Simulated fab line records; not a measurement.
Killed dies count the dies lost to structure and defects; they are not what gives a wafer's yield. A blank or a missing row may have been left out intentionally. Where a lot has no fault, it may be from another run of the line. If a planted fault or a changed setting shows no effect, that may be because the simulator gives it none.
fab line records ; flow rit-cmos
[record] lots = 14; wafers = 42; last-day = 7
route steps=202 shown GATE@81 M1@202
lots with no fault: from the same line, run without faults
start-h: hours from the record's opening day to when the first of the lot's shown wafers began ; wait-h: hours elapsed since this lot's preceding step ; " unchanged from the row above ; L1.1+2: several wafers, shown together as one row ; - value missing, or start not given ; * or withheld: withheld ; < > ~ a bound
route shown NAME@n: names a module that has steps shown in the file, with the first one's number in the route ; usual: the fault-free wafers' mean and standard deviation ; same: alike in all rows ; chamber/n: place in a boat ; sites: per-site readings ; _std_site: how widely they spread, as a standard deviation ; _edge_site: outer sites' mean less inner sites' ; radius-mm: for every site, how far away it sits from the centre of the wafer ; mask NAME#n: copy n ; behind: the tool/chamber that last shaped the wafer ; hold: cause of the lot's hold/its duration in hours/its outcome ; device: whichever transistor did not switch (one of n, p or np) ; end of line: the tests these same wafers got at the end of their route ; step lacking rows: just its recipe ; killed: at the first sort, the dies lost to defects and structure; wafer yield is something else ; map: the dies of a wafer, with x for killed, . for not killed, _ for no die there
set.NAME: the run value of the setting; set.NAME@STEP: its run value at that earlier step ; model.NAME: the simulator's own value behind a step, which no gauge read
route steps across a sampled set of lots; one table per step, one row per wafer
services: from which hour (start-h, from the record's first day; less than 0 if before it) a tool's chamber was out of use, for how many hours, and why
[[steps]]
[step RIT_GATE_OXIDATION_05]
[recipe] temp-c = 900; ambient = O2; target-thk-a = 30; ox-time-s = 270
[usual] ox-temp-c-max = 904.8/1.5; ox-time-s = 270/0; zone-power-load-pct = 26.0/2.2
lot.wafer;tool;chamber;start-h;wait-h;ox-temp-c-max;ox-time-s;zone-power-load-pct
L175.2;furnace-02;0;38.43;4.2;904.8;270;27.6
L175.3;furnace-02;0;38.43;4.2;904.3;270;27.7
L175.6;furnace-02;0;38.43;4.2;906.3;270;27.3
L176.3;furnace-01;0;42.05;1.9;909.7;270;25.8
L176.4;furnace-01;0;42.05;1.9;906.9;270;26.1
L176.5;furnace-01;0;42.05;1.9;906.7;270;26.5
L177.1;furnace-01;0;50.94;3.6;906.5;270;26.5
L177.3;furnace-01;0;50.94;3.6;907.4;270;26.5
L177.4;furnace-01;0;50.94;3.6;904.2;270;26.7
L179.1;furnace-02;0;60.46;0.1;903.8;270;27.9
L179.3;furnace-02;0;60.46;0.1;904.6;270;27.6
L179.5;furnace-02;0;60.46;0.1;903.9;270;27.5
L180.3;furnace-01;0;62.05;1.0;907.5;270;26.3
L180.4;furnace-01;0;62.05;1.0;906.6;270;26.3
L180.6;furnace-01;0;62.05;1.0;905.2;270;26.8
L183.1;furnace-01;0;73.43;0.1;906.5;237.6;26.3
L183.3;furnace-01;0;73.43;0.1;906.3;237.6;26.3
L183.5;furnace-01;0;73.43;0.1;905.2;237.6;26.3
L187.2;furnace-01;0;93.80;0.7;906.5;237.6;26.0
L187.3;furnace-01;0;93.80;0.7;904.4;237.6;26.3
L187.5;furnace-01;0;93.80;0.7;907.6;237.6;26.4
L188.1;furnace-02;0;98.03;0.1;904.0;270;27.9
L188.2;furnace-02;0;98.03;0.1;903.7;270;27.3
L188.6;furnace-02;0;98.03;0.1;905.1;270;27.7
L189.1;furnace-02;0;102.05;0.1;904.4;270;27.9
L189.2;furnace-02;0;102.05;0.1;904.6;270;27.9
L189.3;furnace-02;0;102.05;0.1;905.2;270;27.7
L190.1;furnace-02;0;108.90;1.0;904.7;270;27.5
L190.3;furnace-02;0;108.90;1.0;902.9;270;28.1
L190.5;furnace-02;0;108.90;1.0;904.8;270;27.9
L191.1;furnace-02;0;112.75;0.1;904.2;270;27.1
L191.2;furnace-02;0;112.75;0.1;903.5;270;27.8
L191.5;furnace-02;0;112.75;0.1;903.5;270;27.6
L194.4;furnace-03;0;126.99;0.0;902.8;270;22.1
L194.5;furnace-03;0;126.99;0.0;903.8;270;22.2
L194.6;furnace-03;0;126.99;0.0;902.6;270;21.9
L195.1;furnace-03;0;132.63;0.1;903.5;270;22.2
L195.3;furnace-03;0;132.63;0.1;903.8;270;22.2
L195.6;furnace-03;0;132.63;0.1;902.8;270;22.0
L197.2;furnace-02;0;142.71;0.1;903.3;270;27.7
L197.5;furnace-02;0;142.71;0.1;904.7;270;28.0
L197.6;furnace-02;0;142.71;0.1;905.2;270;28.2
[step RIT_GATE_THK_MEAS_07]
[recipe] reads = SiO2_of_GATE_OXIDATION_05
[usual] GATE_OXIDE_THK = 2.99/0.073
lot.wafer;tool;chamber;start-h;wait-h;GATE_OXIDE_THK[nm]
L175.2;film-metro-04;-;39.77;0.0;3.00
L175.3;film-metro-04;-;39.77;0.0;2.95
L175.6;film-metro-04;-;39.77;0.0;3.00
L176.3;film-metro-01;-;44.90;0.0;2.94
L176.4;film-metro-01;-;44.90;0.0;2.98
L176.5;film-metro-01;-;44.90;0.0;2.99
L177.1;film-metro-02;-;53.36;0.0;3.04
L177.3;film-metro-02;-;53.36;0.0;3.03
L177.4;film-metro-02;-;53.36;0.0;2.98
L179.1;film-metro-02;-;62.83;0.0;2.97
L179.3;film-metro-02;-;62.83;0.0;2.99
L179.5;film-metro-02;-;62.83;0.0;2.99
L180.3;film-metro-04;-;64.36;0.0;3.08
L180.4;film-metro-04;-;64.36;0.0;3.12
L180.6;film-metro-04;-;64.36;0.0;3.09
L183.1;film-metro-01;-;75.47;0.0;2.84
L183.3;film-metro-01;-;75.47;0.0;2.76
L183.5;film-metro-01;-;75.47;0.0;2.78
L187.2;film-metro-04;-;95.13;0.0;2.70
L187.3;film-metro-04;-;95.13;0.0;2.63
L187.5;film-metro-04;-;95.13;0.0;2.67
L188.1;film-metro-02;-;100.80;0.0;2.94
L188.2;film-metro-02;-;100.80;0.0;2.91
L188.6;film-metro-02;-;100.80;0.0;2.89
L189.1;film-metro-02;-;103.38;0.0;2.95
L189.2;film-metro-02;-;103.38;0.0;2.90
L189.3;film-metro-02;-;103.38;0.0;2.88
L190.1;film-metro-04;-;110.22;0.0;2.98
L190.3;film-metro-04;-;110.22;0.0;3.02
L190.5;film-metro-04;-;110.22;0.0;3.00
L191.1;film-metro-01;-;114.08;0.0;2.88
L191.2;film-metro-01;-;114.08;0.0;2.96
L191.5;film-metro-01;-;114.08;0.0;2.99
L194.4;film-metro-01;-;128.34;0.0;3.07
L194.5;film-metro-01;-;128.34;0.0;3.05
L194.6;film-metro-01;-;128.34;0.0;3.01
L195.1;film-metro-02;-;133.96;0.0;2.94
L195.3;film-metro-02;-;133.96;0.0;3.02
L195.6;film-metro-02;-;133.96;0.0;3.05
L197.2;film-metro-04;-;144.04;0.0;2.88
L197.5;film-metro-04;-;144.04;0.0;2.88
L197.6;film-metro-04;-;144.04;0.0;2.85
[step RIT_M1_PROBE_99]
[usual] killed_at_M0_to_M3 = 0.0/0.14; killed-at-contacts = 0.1/0.29; killed-at-front-end = 7/3; killed-dies = 8/3; killed-open = 3.7/2; killed-short = 3.8/2.1
[same] gross-dies = 264; killed_at_M4_up = 0; killed-at-back-side = 0; killed-at-other = 0
lot.wafer;tool;chamber;start-h;wait-h;killed_at_M0_to_M3;killed-at-contacts;killed-at-front-end;killed-dies;killed-open;killed-short
L187.2;prober-01;-;118.30;0.1;0;0;9;9;4;5
L187.3;prober-01;-;118.35;0.2;0;0;6;6;3;3
L187.5;prober-01;-;118.45;0.2;0;0;14;14;5;9
L191.1;prober-01;-;138.67;0.1;0;0;12;12;5;7
L191.2;prober-01;-;138.72;0.1;0;0;7;7;4;3
L191.5;prober-01;-;138.87;0.2;0;0;11;11;8;3
// killed by level:class
L187.2 FOX2:geometric-particle:open=2 SPACER:geometric-particle:short=2 FOX1:geometric-particle:short=1 GATE:geometric-particle:open=1 GATE:geometric-particle:short=1 REOX:geometric-particle:short=1 SPACER:geometric-particle:open=1
L187.3 FOX1:geometric-particle:short=1 GATE:geometric-particle:open=1 REOX:geometric-particle:short=1 REOX:geometric-particle:open=1 SPACER:geometric-particle:short=1 SILICIDE:geometric-particle:open=1
L187.5 GATE:geometric-particle:short=4 REOX:geometric-particle:open=3 REOX:geometric-particle:short=2 SPACER:geometric-particle:open=2 SILICIDE:geometric-particle:short=2 FOX2:geometric-particle:short=1
L191.1 GATE:geometric-particle:open=5 SPACER:geometric-particle:short=3 GATE:geometric-particle:short=2 REOX:geometric-particle:short=1 SILICIDE:geometric-particle:short=1
L191.2 GATE:geometric-particle:open=2 GATE:geometric-particle:short=2 FOX2:geometric-particle:open=1 REOX:geometric-particle:short=1 SILICIDE:geometric-particle:open=1
L191.5 GATE:geometric-particle:open=4 REOX:geometric-particle:short=2 FOX1:geometric-particle:open=1 REOX:geometric-particle:open=1 SPACER:geometric-particle:open=1 SPACER:geometric-particle:short=1 SILICIDE:geometric-particle:open=1
[[services]]
tool;chamber;start-h;hours;kind
furnace-03;-;18.15;3.1;pm
furnace-02;-;25.12;3.0;pm
furnace-01;-;32.21;3.5;pm
furnace-01;-;35.69;2.8;pm
furnace-02;-;39.51;3.1;pm
[[key]]
[first-sign] step = RIT_GATE_OXIDATION_05; reading = ox-time-s; direction = down; sigmas = 99+; usual = *; struck = *
[effect] step = RIT_GATE_THK_MEAS_07; reading = GATE_OXIDE_THK; direction = down; sigmas = 3.7; usual = 2.99; struck = 2.73
met-at RIT_GATE_OXIDATION_05
struck-lots L183,L187
tester-left-out L183,L187
onset-between 62.05 73.43
[fault] kind = process-parameter-drift; tool = furnace-01; chamber = -; onset-h = 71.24; steps = RIT_GATE_OXIDATION_05; channel = ox-time-s; offset = *; shape = step; end-h = 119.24; acts-in = *; stated = *
// tester-left-out: of these lots the tester's yield and bins aren't shown, on N5 and GAA mostly nor the transistor test; their killed dies are dies lost to structure and defects alone, not to doping, threshold or leakage, so they don't give the yield
